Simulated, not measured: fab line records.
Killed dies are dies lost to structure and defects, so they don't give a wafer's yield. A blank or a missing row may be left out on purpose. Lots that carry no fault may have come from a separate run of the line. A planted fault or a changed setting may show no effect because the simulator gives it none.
Problem report in the 8D (eight disciplines) form, filled by code | flow berkeleyCmos170 | the parts of the form that need people (team, actions taken, sign-off) are left out

## 1. PROBLEM STATEMENT
Across 6 wafers from 2 lots, ACTIVE_OXIDE_THK at UCB170_ACTIVE_THK_MEAS_03 averages 24.0 nm, while fault-free wafers read 26.5 nm with a standard deviation of 0.55. Measured from the usual mean, that is -4.6 standard deviations.
Earliest sighting: wafer L157.3 on filmMetro-03 at day 6 05:51. The record holds 42 wafers of 14 lots with a number at this step. Rule for "out", or "out of limits": more than 4 standard deviations from the usual mean. All remaining wafers that have a number are taken as sound.

## 2. WHAT IT IS, WHAT IT ISN'T
question                    | is                         | is not
which readings at this step | ACTIVE_OXIDE_THK           | -
which lots                  | L157, L159                 | L147, L148, L149, L150, L152, L153, L156, L162, L164, L165, L169, L170
which wafers of those lots  | all that have a number     | -
read on which gauges        | filmMetro-01, filmMetro-03 | filmMetro-02
when                        | from day 6 05:51           | up to then (21 sound wafers); but 15 sound wafers of L162, L164, L165, L169, L170 came after

## 3. WHAT RULES OUT EACH SUSPECT
Counting: a tool at any process step up to the reading remains a suspect when it ran all the lots that are out and ran no sound lot after the first of those.
- the gauge at UCB170_ACTIVE_THK_MEAS_03 is ruled out. 2 gauges (filmMetro-01, filmMetro-03) read the wafers that are out.
- furnace-04 at UCB170_ACTIVE_OXIDATION_02 (target thk 26.4 nm, ox time 1260 s): kept. It ran every lot that is out, first L157 (day 6 04:29), and no sound lot after that; its last sound lot up to then is L153 (day 5 13:17).
Left after counting: furnace-04 at UCB170_ACTIVE_OXIDATION_02.

## 4. THE CAUSE (what the simulator had put in)
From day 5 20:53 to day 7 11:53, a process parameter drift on furnace-04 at UCB170_ACTIVE_OXIDATION_02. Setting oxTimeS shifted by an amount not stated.
Counting left only this tool.

## 5. SEQUENCE OF EFFECTS, ordered by route
Each row: a reading whose mean over the struck wafers that have a number lies more than 3 standard deviations from the usual. Scope: only readings with a usual standard deviation given in the record; hours: median across lots of the time from each lot's start at the first step in this table that gives one to its start at this step; sigmas: change in usual standard deviations.
hours | step                      | reading          | usual   | on struck wafers | change | sigmas
0     | UCB170_ACTIVE_THK_MEAS_03 | ACTIVE_OXIDE_THK | 26.5 nm | 24.0             | -2.5   | -4.6
Later steps that measure or inspect, where all struck wafers having a row at the step show a number for every such reading and not one has moved that far: UCB170_PSD_OVL_MEAS_07, UCB170_M3_THK_MEAS_03.

## 6. WHAT WOULD HAVE CAUGHT IT SOONER
Counted from the fault's start at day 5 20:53, it took 9 hours until the first out-of-limits reading at a measuring or inspecting step in this record, taken at day 6 05:51.
No tool reading at UCB170_ACTIVE_OXIDATION_02 that has a usual standard deviation in the record was out on any struck wafer, so an alarm limit of 4 standard deviations on those readings would not have fired.
The start of UCB170_ACTIVE_OXIDATION_02 on furnace-04 came by day 6 05:51 for every one of the lots that are out (2). Tool hold at that time: it would have spared none of them.
